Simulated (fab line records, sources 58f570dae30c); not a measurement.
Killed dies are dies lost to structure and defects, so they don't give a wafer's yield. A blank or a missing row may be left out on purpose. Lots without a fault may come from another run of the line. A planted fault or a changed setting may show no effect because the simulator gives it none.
Problem report in the 8D (eight disciplines) form, filled by code | flow berkeley_cmos170 | the parts of the form that need people (team, actions taken, sign-off) are left out

1. THE PROBLEM
NLDD_TW at UCB170_NLDD_TW_MEAS_11 reads a mean of 2306 on 6 wafers of 2 lots; wafers without a fault read 2203 with a standard deviation of 19. That is +5.4 standard deviations from the usual mean.
First seen on wafer L876.1, day 10 06:52, on film_metro-03. The record holds 42 wafers of 14 lots with a number at this step. Rule for "out", or "out of limits": more than 4 standard deviations from the usual mean. The other wafers with a number count as sound.

2. WHAT IT IS AND WHAT IT IS NOT
question                    | is                     | is not
which readings at this step | NLDD_TW                | -
which lots                  | L876, L881             | L861, L862, L863, L864, L865, L867, L868, L869, L871, L882, L883, L884
which wafers of those lots  | all that have a number | -
read on which gauges        | film_metro-03          | film_metro-02, film_metro-04
when                        | from day 10 06:52      | up to then (27 sound wafers); but 9 sound wafers of L882, L883, L884 came after

3. SUSPECTS, AND WHAT RULES EACH OUT
Counting: a tool at a process step up to the reading stays a suspect if it ran every lot that is out and no sound lot after the first of them.
- the gauge at UCB170_NLDD_TW_MEAS_11: ruled out. All the wafers that are out were read on film_metro-03, but those of them that UCB170_NLDD_IMPLANT_08 has rows for are out there too, on other tools.
- implanter-01 at UCB170_NLDD_IMPLANT_08: kept. It ran every lot that is out, first L876 (day 10 06:28), and no sound lot after that; its last sound lot up to then is L871 (day 8 19:46). Its own readings are out on those wafers: beam_energy_keV.
Left after counting: implanter-01 at UCB170_NLDD_IMPLANT_08.

4. THE CAUSE (what the simulator had put in)
Process parameter drift: implanter-01, from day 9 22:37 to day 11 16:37, at UCB170_NLDD_IMPLANT_08. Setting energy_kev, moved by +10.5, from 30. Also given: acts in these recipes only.
Counting left only this tool.

5. THE CHAIN OF EFFECTS, in route order
Each row: a reading whose mean over the struck wafers that have a number lies more than 3 standard deviations from the usual. Only readings for which the record gives a usual standard deviation are gone through. hours: the time from each lot's start at the first step in this table that gives one to its start at this step, as a median over the lots. sigmas: the change in usual standard deviations.
hours | step                       | reading         | usual        | on struck wafers | change  | sigmas
0     | UCB170_NLDD_IMPLANT_08     | beam_energy_keV | 30.001       | 40.502           | +10.501 | +99 or more
0     | UCB170_NLDD_TW_MEAS_11     | NLDD_TW         | 2203         | 2306             | +103    | +5.4
12    | UCB170_SDANNEAL_RS_MEAS_05 | NLDD_RS         | 615.4 ohm/sq | 576.1            | -39.3   | -28
The process steps in it:
- UCB170_NLDD_IMPLANT_08

6. WHAT WOULD HAVE CAUGHT IT SOONER
In this record the first reading out of limits at a measuring or inspecting step was taken at day 10 06:52, 8 hours after the fault began at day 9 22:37.
The tool's own readings at UCB170_NLDD_IMPLANT_08 were out on every struck wafer that the step has a row for (beam_energy_keV): an alarm limit on them would have fired on the first of those.
Of the lots that are out (2), L881 began UCB170_NLDD_IMPLANT_08 on implanter-01 after day 10 06:52. A hold on the tool at that time would have spared it.
